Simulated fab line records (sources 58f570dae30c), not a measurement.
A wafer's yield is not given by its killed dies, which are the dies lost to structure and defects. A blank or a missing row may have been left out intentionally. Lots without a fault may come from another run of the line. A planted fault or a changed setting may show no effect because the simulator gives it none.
fab line records	flow berkeley_cmos170
record: lots: 5	wafers: 23
route steps=331 shown NWELL@28 PWELL@39 WELLDRIVE@56 ACTIVE@75 NVT@111 GATE@127
start_h: hours from the record's opening day to when the first of the lot's shown wafers began	wait_h: hours from the lot's prior step to this one	" repeats the value in the row above	L1.1+2: a row that stands for several wafers	- either no value or no given start	* or withheld: withheld	< > ~ a bound
route shown NAME@n: names a module that has steps shown in the file, with the first one's number in the route	usual: mean and standard deviation over wafers with no fault	same: alike in all rows	chamber/n: place in a boat	sites: per-site readings	_std_site: how widely they spread, as a standard deviation	_edge_site: outer sites' mean less inner sites'	radius_mm: how far each site lies from the wafer's centre	mask NAME#n: copy n	behind: the tool/chamber that last shaped the wafer	hold: the reason the lot was held/the length of the hold in hours/how it ended	device: the n, p or np transistor that did not switch	end of line: the route-end tests of the same wafers	step lacking rows: just its recipe	killed: count of dies lost to structure and defects at first sort (not the wafer's yield)	map: dies across one wafer; x = killed, . = not, _ = none there
set.NAME: the setting that was run; set.NAME@STEP: the one run at that earlier step	model.NAME: the simulator's own value behind a step, which no gauge read
lots run with intentionally changed settings; tables by step, rows by wafer
== steps ==
step: UCB170_NWELL_IMPLANT_14
recipe: species: P	dose_cm2: 1e+13	energy_kev: 150	tilt_deg: 7
lot.wafer	tool	chamber	start_h	wait_h	set.dose_cm2
L074.2+5+6	implanter-04	0	32.06	0.1	1e+13
L074.3+4	"	0	"	"	9.388e+12
L077.1+3+4	implanter-02	0	51.21	0.1	1.04e+13
L077.5+6	"	0	"	"	1e+13
L078.1+3	implanter-03	0	51.44	0.1	1e+13
L078.2+4+6	"	0	"	"	1.051e+13
L082.1+3+4	implanter-02	0	66.96	0.1	1e+13
L083.1+2+3+5+6	implanter-04	0	77.50	0.1	1e+13
step: UCB170_NWELL_STRIP_15
recipe: chemistry: O2	power_w: 400	pressure_mtorr: 3500	platen_temp_c: withheld	o2_flow_sccm: 400	overash_fraction: 0.5
step: UCB170_NWELL_TW_MEAS_16
usual: NWELL_TW: 1241/9.3
lot.wafer	tool	chamber	start_h	wait_h	set.dose_cm2@NWELL_IMPLANT_14	NWELL_TW
L074.2	film_metro-04	-	32.29	0.1	1e+13	1251
L074.3	"	-	"	"	9.388e+12	1214
L074.4	"	-	"	"	9.388e+12	1214
L074.5	"	-	"	"	1e+13	1242
L074.6	"	-	"	"	1e+13	1240
L077.1	film_metro-04	-	51.46	0.1	1.04e+13	1257
L077.3	"	-	"	"	1.04e+13	1253
L077.4	"	-	"	"	1.04e+13	1258
L077.5	"	-	"	"	1e+13	1249
L077.6	"	-	"	"	1e+13	1237
L078.1	film_metro-04	-	51.69	0.1	1e+13	1237
L078.2	"	-	"	"	1.051e+13	1259
L078.3	"	-	"	"	1e+13	1245
L078.4	"	-	"	"	1.051e+13	1258
L078.6	"	-	"	"	1.051e+13	1269
L082.1	film_metro-01	-	67.21	0.1	1e+13	1227
L082.3	"	-	"	"	1e+13	1223
L082.4	"	-	"	"	1e+13	1223
L083.1	film_metro-04	-	77.75	0.1	1e+13	1238
L083.2	"	-	"	"	1e+13	1241
L083.3	"	-	"	"	1e+13	1243
L083.5	"	-	"	"	1e+13	1238
L083.6	"	-	"	"	1e+13	1238
step: UCB170_PWELL_CVD_05
recipe: material: Si3N4	target_thk_nm: 220	temp_c: 800	precursor: SiH2Cl2/NH3	time_s: 3300	pressure_mtorr: 200	sih2cl2_flow_sccm: 25	nh3_flow_sccm: 75
lot.wafer	tool	chamber	start_h	wait_h	set.temp_c	model.Si3N4_of_PWELL_CVD_05.thk_nm
L074.2	-	-	-	0.0	776.7	144
L074.3	"	-	"	"	776.7	146.7
L074.4	"	-	"	"	776.7	141.8
L074.5	"	-	"	"	776.7	144.2
L074.6	"	-	"	"	776.7	145.2
L077.1	-	-	-	0.8	792.2	191.5
L077.3	"	-	"	"	792.2	191.1
L077.4	"	-	"	"	792.2	191.6
L077.5	"	-	"	"	792.2	190.8
L077.6	"	-	"	"	792.2	190.1
L078.1	-	-	-	0.8	800	218.6
L078.2	"	-	"	"	800	218.8
L078.3	"	-	"	"	800	217.7
L078.4	"	-	"	"	800	217.4
L078.6	"	-	"	"	800	222
L082.1	lpcvd-01	1	85.28	1.1	800	216.1
L082.3	"	1	"	"	800	214.7
L082.4	"	1	"	"	800	215.6
L083.1	-	-	-	0.0	800	218.7
L083.2	"	-	"	"	800	219.9
L083.3	"	-	"	"	800	218.2
L083.5	"	-	"	"	800	219
L083.6	"	-	"	"	800	220.4
step: UCB170_PWELL_THK_MEAS_06
recipe: reads: Si3N4_of_PWELL_CVD_05
usual: PWELL_NITRIDE_THK: 219.2/2
lot.wafer	tool	chamber	start_h	wait_h	set.temp_c@PWELL_CVD_05	PWELL_NITRIDE_THK[nm]
L074.2	film_metro-04	-	-	-	776.7	144.0
L074.3	"	-	"	"	776.7	146.6
L074.4	"	-	"	"	776.7	141.8
L074.5	"	-	"	"	776.7	144.3
L074.6	"	-	"	"	776.7	145.3
L077.1	film_metro-03	-	-	-	792.2	191.3
L077.3	"	-	"	"	792.2	191.0
L077.4	"	-	"	"	792.2	191.6
L077.5	"	-	"	"	792.2	190.6
L077.6	"	-	"	"	792.2	189.8
L078.1	film_metro-02	-	-	-	800	218.6
L078.2	"	-	"	"	800	218.9
L078.3	"	-	"	"	800	217.8
L078.4	"	-	"	"	800	217.5
L078.6	"	-	"	"	800	221.9
L082.1	film_metro-02	-	88.21	0.1	800	216.2
L082.3	"	-	"	"	800	214.8
L082.4	"	-	"	"	800	215.6
L083.1	film_metro-04	-	-	-	800	218.6
L083.2	"	-	"	"	800	220.0
L083.3	"	-	"	"	800	218.3
L083.5	"	-	"	"	800	218.9
L083.6	"	-	"	"	800	220.4
step: UCB170_PWELL_HMDS_07
recipe: prime_time_s: 60	prime_temp_c: 100
step: UCB170_PWELL_COAT_08
recipe: resist: KrF	spin_rpm: 1500	resist_thk_nm: 900
step: UCB170_PWELL_DEVELOP_12
recipe: developer: TMAH	develop_time_s: 45	resist: KrF	dev_temp_c: 21
step: UCB170_PWELL_ETCH_14
recipe: chemistry: CH3F/Ar/O2	target: Si3N4	stop_on: SiO2	CH3F_flow_sccm: 20	Ar_flow_sccm: 50	O2_flow_sccm: 7	pressure_mtorr: 50	rf_w: 450	target_depth_a: 2420	over_etch_frac: 0.1	time_s: 151
usual: oes_product_au: 0.944/0.017
lot.wafer	tool	chamber	start_h	wait_h	set.temp_c@PWELL_CVD_05	oes_product_au	model.etch.depth_nm
L074.2	rie_diel-01	1	52.96	0.0	776.7	0.758	144
L074.3	"	0	"	"	776.7	0.778	146.7
L074.4	"	2	"	"	776.7	0.751	141.8
L074.5	"	0	"	"	776.7	0.768	144.2
L074.6	"	1	"	"	776.7	0.751	145.2
L077.1	rie_diel-01	0	68.72	0.0	792.2	0.894	191.5
L077.3	"	3	"	"	792.2	0.879	191.1
L077.4	"	1	"	"	792.2	0.878	191.6
L077.5	"	3	"	"	792.2	0.868	190.8
L077.6	"	2	"	"	792.2	0.870	190.1
L078.1	rie_diel-03	1	68.96	0.0	800	0.936	218.6
L078.2	"	0	"	"	800	0.929	218.8
L078.3	"	2	"	"	800	0.925	217.7
L078.4	"	3	"	"	800	0.962	217.4
L078.6	"	1	"	"	800	0.946	222
L082.1	rie_diel-01	3	90.41	0.0	800	0.941	216.1
L082.3	"	2	"	"	800	0.938	214.7
L082.4	"	0	"	"	800	0.959	215.6
L083.1	rie_diel-04	2	99.33	0.0	800	0.949	218.7
L083.2	"	3	"	"	800	0.927	219.9
L083.3	"	0	"	"	800	0.940	218.2
L083.5	"	3	"	"	800	0.922	219
L083.6	"	0	"	"	800	0.953	220.4
step: UCB170_PWELL_IMPLANT_15
recipe: species: B	dose_cm2: 5e+12	energy_kev: 60	tilt_deg: 7
lot.wafer	tool	chamber	start_h	wait_h	set.dose_cm2
L074.2+3+6	implanter-01	0	53.09	0.1	5e+12
L074.4+5	"	0	"	"	5.302e+12
L077.1+4	implanter-02	0	68.82	0.1	5.174e+12
L077.3+5+6	"	0	"	"	5e+12
L078.1+2	implanter-01	0	69.06	0.1	5.239e+12
L078.3+4+6	"	0	"	"	5e+12
L082.1+3+4	implanter-03	0	90.51	0.1	5e+12
L083.1+2+5	implanter-02	0	99.43	0.1	5e+12
L083.3+6	"	0	"	"	5.307e+12
step: UCB170_PWELL_STRIP_16
recipe: chemistry: O2	power_w: 400	pressure_mtorr: 3500	platen_temp_c: withheld	o2_flow_sccm: 400	overash_fraction: 0.5
step: UCB170_PWELL_TW_MEAS_17
usual: PWELL_TW: 379.8/2.4
lot.wafer	tool	chamber	start_h	wait_h	set.dose_cm2@PWELL_IMPLANT_15	PWELL_TW
L074.2	film_metro-02	-	53.32	0.1	5e+12	381.7
L074.3	"	-	"	"	5e+12	381.3
L074.4	"	-	"	"	5.302e+12	387.6
L074.5	"	-	"	"	5.302e+12	386.5
L074.6	"	-	"	"	5e+12	379.5
L077.1	film_metro-02	-	69.07	0.1	5.174e+12	383.1
L077.3	"	-	"	"	5e+12	380.4
L077.4	"	-	"	"	5.174e+12	385.9
L077.5	"	-	"	"	5e+12	379.4
L077.6	"	-	"	"	5e+12	380.6
L078.1	film_metro-04	-	69.31	0.1	5.239e+12	381.4
L078.2	"	-	"	"	5.239e+12	382.9
L078.3	"	-	"	"	5e+12	375.1
L078.4	"	-	"	"	5e+12	376.3
L078.6	"	-	"	"	5e+12	376.8
L082.1	film_metro-04	-	90.76	0.1	5e+12	375.0
L082.3	"	-	"	"	5e+12	374.2
L082.4	"	-	"	"	5e+12	374.6
L083.1	film_metro-02	-	99.68	0.1	5e+12	382.6
L083.2	"	-	"	"	5e+12	380.8
L083.3	"	-	"	"	5.307e+12	387.1
L083.5	"	-	"	"	5e+12	380.3
L083.6	"	-	"	"	5.307e+12	387.8
step: UCB170_WELLDRIVE_OXIDATION_01
recipe: temp_c: 1100	ambient: O2	target_thk_a: 1990	ox_time_s: 9000
lot.wafer	tool	chamber	start_h	wait_h	set.ox_time_s	model.SiO2_of_WELLDRIVE_OXIDATION_01.thk_nm
L074.2	-	-	-	3.5	9601	207
L074.3	"	-	"	"	9601	204.3
L074.4	"	-	"	"	9601	205
L074.5	"	-	"	"	9601	203
L074.6	"	-	"	"	9601	204.5
L077.1	-	-	-	5.3	9000	200.5
L077.3	"	-	"	"	9000	193.9
L077.4	"	-	"	"	9000	197.4
L077.5	"	-	"	"	9000	202
L077.6	"	-	"	"	9000	197.7
L078.1	-	-	-	5.3	8047	178.7
L078.2	"	-	"	"	8047	183.4
L078.3	"	-	"	"	8047	180.7
L078.4	"	-	"	"	8047	184.4
L078.6	"	-	"	"	8047	180.5
L082.1	furnace-01	0	97.91	2.5	9000	196.3
L082.3	"	0	"	"	9000	195.4
L082.4	"	0	"	"	9000	194.3
L083.1	-	-	-	1.1	7832	180.9
L083.2	"	-	"	"	7832	181.4
L083.3	"	-	"	"	7832	186.3
L083.5	"	-	"	"	7832	183.3
L083.6	"	-	"	"	7832	184.4
step: UCB170_WELLDRIVE_THK_MEAS_02
recipe: reads: SiO2_of_WELLDRIVE_OXIDATION_01
usual: WELLDRIVE_OXIDE_THK: 197/3.4
lot.wafer	tool	chamber	start_h	wait_h	set.ox_time_s@WELLDRIVE_OXIDATION_01	WELLDRIVE_OXIDE_THK[nm]
L074.2	film_metro-01	-	-	-	9601	207
L074.3	"	-	"	"	9601	204
L074.4	"	-	"	"	9601	205
L074.5	"	-	"	"	9601	203
L074.6	"	-	"	"	9601	205
L077.1	film_metro-02	-	-	-	9000	201
L077.3	"	-	"	"	9000	194
L077.4	"	-	"	"	9000	197
L077.5	"	-	"	"	9000	202
L077.6	"	-	"	"	9000	198
L078.1	film_metro-03	-	-	-	8047	179
L078.2	"	-	"	"	8047	183
L078.3	"	-	"	"	8047	181
L078.4	"	-	"	"	8047	184
L078.6	"	-	"	"	8047	181
L082.1	film_metro-01	-	101.41	0.0	9000	196
L082.3	"	-	"	"	9000	195
L082.4	"	-	"	"	9000	194
L083.1	film_metro-02	-	-	-	7832	181
L083.2	"	-	"	"	7832	181
L083.3	"	-	"	"	7832	186
L083.5	"	-	"	"	7832	183
L083.6	"	-	"	"	7832	184
step: UCB170_ACTIVE_ETCH_15
recipe: chemistry: CH3F/Ar/O2	target: Si3N4	stop_on: SiO2	CH3F_flow_sccm: 20	Ar_flow_sccm: 50	O2_flow_sccm: 7	pressure_mtorr: 50	rf_w: 450	target_depth_a: 2420	over_etch_frac: 0.1	time_s: 151
lot.wafer	tool	chamber	start_h	wait_h	set.time_s	model.SiO2_of_ACTIVE_OXIDATION_02.thk_nm	model.KrF_of_ACTIVE_COAT_08.thk_nm
L074.2	rie_diel-02	0	91.32	0.0	151	22.26	722.8
L074.3	"	3	"	"	151	21.69	721.9
L074.4	"	3	"	"	151	22.28	721.2
L074.5	"	2	"	"	166.2	18.93	713.7
L074.6	"	0	"	"	166.2	17.87	708.5
L078.1	rie_diel-02	0	105.71	0.0	151	22.63	723.3
L078.2	"	3	"	"	129.5	23.37	742.1
L078.3	"	1	"	"	151	22.3	719.9
L078.4	"	2	"	"	129.5	23.81	748.8
L078.6	"	0	"	"	151	22.4	727.5
L077.1	rie_diel-01	2	105.98	0.0	143.3	21.86	732.6
L077.3	"	3	"	"	151	21.9	728.6
L077.4	"	0	"	"	143.3	22.5	728.3
L077.5	"	1	"	"	151	21.43	720.2
L077.6	"	0	"	"	143.3	22.12	731.7
L082.1	rie_diel-01	3	123.81	0.0	151	21.56	726
L082.3	"	1	"	"	151	21.16	723.1
L082.4	"	2	"	"	151	21.8	722.6
L083.1	rie_diel-01	2	133.68	0.0	151	22.33	723.8
L083.2	"	1	"	"	171.5	16.47	700.8
L083.3	"	0	"	"	151	22.78	719.6
L083.5	"	1	"	"	171.5	16.27	702.1
L083.6	"	2	"	"	151	22.35	723.8
step: UCB170_ACTIVE_STRIP_16
recipe: chemistry: O2	power_w: 400	pressure_mtorr: 3500	platen_temp_c: withheld	o2_flow_sccm: 400	overash_fraction: 0.5
usual: strip_time_to_endpoint_s: 18.07/0.073
lot.wafer	tool	chamber	start_h	wait_h	set.time_s@ACTIVE_ETCH_15	strip_time_to_endpoint_s
L074.2	plasma_asher-01	1	91.43	0.1	151	18.03
L074.3	"	0	"	"	151	18.01
L074.4	"	1	"	"	151	18.01
L074.5	"	1	"	"	166.2	17.84
L074.6	"	0	"	"	166.2	17.71
L078.1	plasma_asher-01	0	105.81	0.1	151	18.05
L078.2	"	1	"	"	129.5	18.51
L078.3	"	1	"	"	151	17.97
L078.4	"	0	"	"	129.5	18.65
L078.6	"	1	"	"	151	18.15
L077.1	plasma_asher-02	1	106.08	0.1	143.3	18.27
L077.3	"	1	"	"	151	18.18
L077.4	"	0	"	"	143.3	18.18
L077.5	"	1	"	"	151	17.98
L077.6	"	0	"	"	143.3	18.26
L082.1	plasma_asher-03	0	123.91	0.1	151	18.12
L082.3	"	0	"	"	151	18.05
L082.4	"	1	"	"	151	18.06
L083.1	plasma_asher-01	0	133.78	0.1	151	18.06
L083.2	"	1	"	"	171.5	17.52
L083.3	"	1	"	"	151	17.97
L083.5	"	1	"	"	171.5	17.55
L083.6	"	0	"	"	151	18.06
step: UCB170_NVT_IMPLANT_07
recipe: species: BF2	dose_cm2: 3e+12	energy_kev: 50	tilt_deg: 7
lot.wafer	tool	chamber	start_h	wait_h	set.dose_cm2
L074.2+6	implanter-02	0	130.46	0.0	3e+12
L074.3+4+5	"	0	"	"	3.096e+12
L077.1+6	implanter-04	0	143.76	0.0	3e+12
L077.3+4+5	"	0	"	"	3.203e+12
L078.1+2+6	implanter-01	0	144.24	0.0	2.872e+12
L078.3+4	"	0	"	"	3e+12
L082.1+3+4	implanter-01	0	159.33	0.0	3e+12
L083.1+5+6	implanter-04	0	170.56	0.0	3e+12
L083.2+3	"	0	"	"	3.102e+12
step: UCB170_NVT_STRIP_08
recipe: chemistry: O2	power_w: 400	pressure_mtorr: 3500	platen_temp_c: withheld	o2_flow_sccm: 400	overash_fraction: 0.5
step: UCB170_NVT_TW_MEAS_09
usual: NVT_TW: 522/3.9
lot.wafer	tool	chamber	start_h	wait_h	set.dose_cm2@NVT_IMPLANT_07	NVT_TW
L074.2	film_metro-04	-	130.69	0.1	3e+12	520
L074.3	"	-	"	"	3.096e+12	523
L074.4	"	-	"	"	3.096e+12	522
L074.5	"	-	"	"	3.096e+12	527
L074.6	"	-	"	"	3e+12	521
L077.1	film_metro-04	-	144.01	0.1	3e+12	521
L077.3	"	-	"	"	3.203e+12	531
L077.4	"	-	"	"	3.203e+12	536
L077.5	"	-	"	"	3.203e+12	536
L077.6	"	-	"	"	3e+12	522
L078.1	film_metro-01	-	144.49	0.1	2.872e+12	512
L078.2	"	-	"	"	2.872e+12	512
L078.3	"	-	"	"	3e+12	519
L078.4	"	-	"	"	3e+12	520
L078.6	"	-	"	"	2.872e+12	515
L082.1	film_metro-03	-	159.58	0.1	3e+12	526
L082.3	"	-	"	"	3e+12	527
L082.4	"	-	"	"	3e+12	528
L083.1	film_metro-04	-	170.81	0.1	3e+12	525
L083.2	"	-	"	"	3.102e+12	532
L083.3	"	-	"	"	3.102e+12	530
L083.5	"	-	"	"	3e+12	528
L083.6	"	-	"	"	3e+12	525
step: UCB170_GATE_OXIDATION_01
recipe: temp_c: 850	ambient: O2	target_thk_a: 66	ox_time_s: 1800
lot.wafer	tool	chamber	start_h	wait_h	set.ox_time_s	model.SiO2_of_GATE_OXIDATION_01.thk_nm
L074.2	-	-	-	3.8	2008	7.124
L074.3	"	-	"	"	2008	7.144
L074.4	"	-	"	"	2008	7.231
L074.5	"	-	"	"	2008	7.157
L074.6	"	-	"	"	2008	7.259
L077.1	-	-	-	5.0	1622	6.002
L077.3	"	-	"	"	1622	5.969
L077.4	"	-	"	"	1622	5.946
L077.5	"	-	"	"	1622	6.032
L077.6	"	-	"	"	1622	5.974
L078.1	-	-	-	4.7	1800	6.656
L078.2	"	-	"	"	1800	6.566
L078.3	"	-	"	"	1800	6.616
L078.4	"	-	"	"	1800	6.606
L078.6	"	-	"	"	1800	6.438
L082.1	furnace-02	0	165.44	3.9	1800	6.489
L082.3	"	0	"	"	1800	6.674
L082.4	"	0	"	"	1800	6.571
L083.1	-	-	-	4.3	1997	7.072
L083.2	"	-	"	"	1997	6.938
L083.3	"	-	"	"	1997	7.044
L083.5	"	-	"	"	1997	6.982
L083.6	"	-	"	"	1997	6.971
step: UCB170_GATE_THK_MEAS_02
recipe: reads: SiO2_of_GATE_OXIDATION_01
usual: GATE_OXIDE_THK: 6.51/0.12
lot.wafer	tool	chamber	start_h	wait_h	set.ox_time_s@GATE_OXIDATION_01	GATE_OXIDE_THK[nm]
L074.2	film_metro-02	-	-	-	2008	7.11
L074.3	"	-	"	"	2008	7.13
L074.4	"	-	"	"	2008	7.22
L074.5	"	-	"	"	2008	7.19
L074.6	"	-	"	"	2008	7.22
L077.1	film_metro-02	-	-	-	1622	6.04
L077.3	"	-	"	"	1622	6.02
L077.4	"	-	"	"	1622	5.96
L077.5	"	-	"	"	1622	6.00
L077.6	"	-	"	"	1622	5.95
L078.1	film_metro-03	-	-	-	1800	6.62
L078.2	"	-	"	"	1800	6.57
L078.3	"	-	"	"	1800	6.58
L078.4	"	-	"	"	1800	6.57
L078.6	"	-	"	"	1800	6.41
L082.1	film_metro-02	-	167.03	0.1	1800	6.46
L082.3	"	-	"	"	1800	6.68
L082.4	"	-	"	"	1800	6.53
L083.1	film_metro-03	-	-	-	1997	7.07
L083.2	"	-	"	"	1997	6.93
L083.3	"	-	"	"	1997	7.05
L083.5	"	-	"	"	1997	6.99
L083.6	"	-	"	"	1997	7.07
== key ==
split: step: UCB170_NWELL_IMPLANT_14	setting: dose_cm2	stated: 1e+13	by: wafer
response: step: UCB170_NWELL_TW_MEAS_16	reading: NWELL_TW	change: +4.35	per: 1%	r: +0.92
split: step: UCB170_PWELL_CVD_05	setting: temp_c	stated: 800	by: lot
response: step: UCB170_PWELL_CVD_05	reading: model.Si3N4_of_PWELL_CVD_05.thk_nm	change: +25.4	per: 1%	r: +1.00
response: step: UCB170_PWELL_THK_MEAS_06	reading: PWELL_NITRIDE_THK	change: +25.4	per: 1%	r: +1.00
response: step: UCB170_PWELL_ETCH_14	reading: oes_product_au	change: +0.0617	per: 1%	r: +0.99
response: step: UCB170_PWELL_ETCH_14	reading: model.etch.depth_nm	change: +25.4	per: 1%	r: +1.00
split: step: UCB170_PWELL_IMPLANT_15	setting: dose_cm2	stated: 5e+12	by: wafer
response: step: UCB170_PWELL_TW_MEAS_17	reading: PWELL_TW	change: +1.1	per: 1%	r: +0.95
split: step: UCB170_WELLDRIVE_OXIDATION_01	setting: ox_time_s	stated: 9000	by: lot
response: step: UCB170_WELLDRIVE_OXIDATION_01	reading: model.SiO2_of_WELLDRIVE_OXIDATION_01.thk_nm	change: +1.2	per: 1%	r: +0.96
response: step: UCB170_WELLDRIVE_THK_MEAS_02	reading: WELLDRIVE_OXIDE_THK	change: +1.2	per: 1%	r: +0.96
split: step: UCB170_ACTIVE_ETCH_15	setting: time_s	stated: 151	by: wafer
response: step: UCB170_ACTIVE_ETCH_15	reading: model.SiO2_of_ACTIVE_OXIDATION_02.thk_nm	shape: bent	at_lowest: 23.59	at_stated: 22.06	at_highest: 16.37
response: step: UCB170_ACTIVE_ETCH_15	reading: model.KrF_of_ACTIVE_COAT_08.thk_nm	change: -1.44	per: 1%	r: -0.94
response: step: UCB170_ACTIVE_STRIP_16	reading: strip_time_to_endpoint_s	change: *	per: 1%	r: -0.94
split: step: UCB170_NVT_IMPLANT_07	setting: dose_cm2	stated: 3e+12	by: wafer
response: step: UCB170_NVT_TW_MEAS_09	reading: NVT_TW	change: +1.65	per: 1%	r: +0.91
split: step: UCB170_GATE_OXIDATION_01	setting: ox_time_s	stated: 1800	by: lot
response: step: UCB170_GATE_OXIDATION_01	reading: model.SiO2_of_GATE_OXIDATION_01.thk_nm	change: +0.0515	per: 1%	r: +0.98
response: step: UCB170_GATE_THK_MEAS_02	reading: GATE_OXIDE_THK	change: +0.0516	per: 1%	r: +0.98
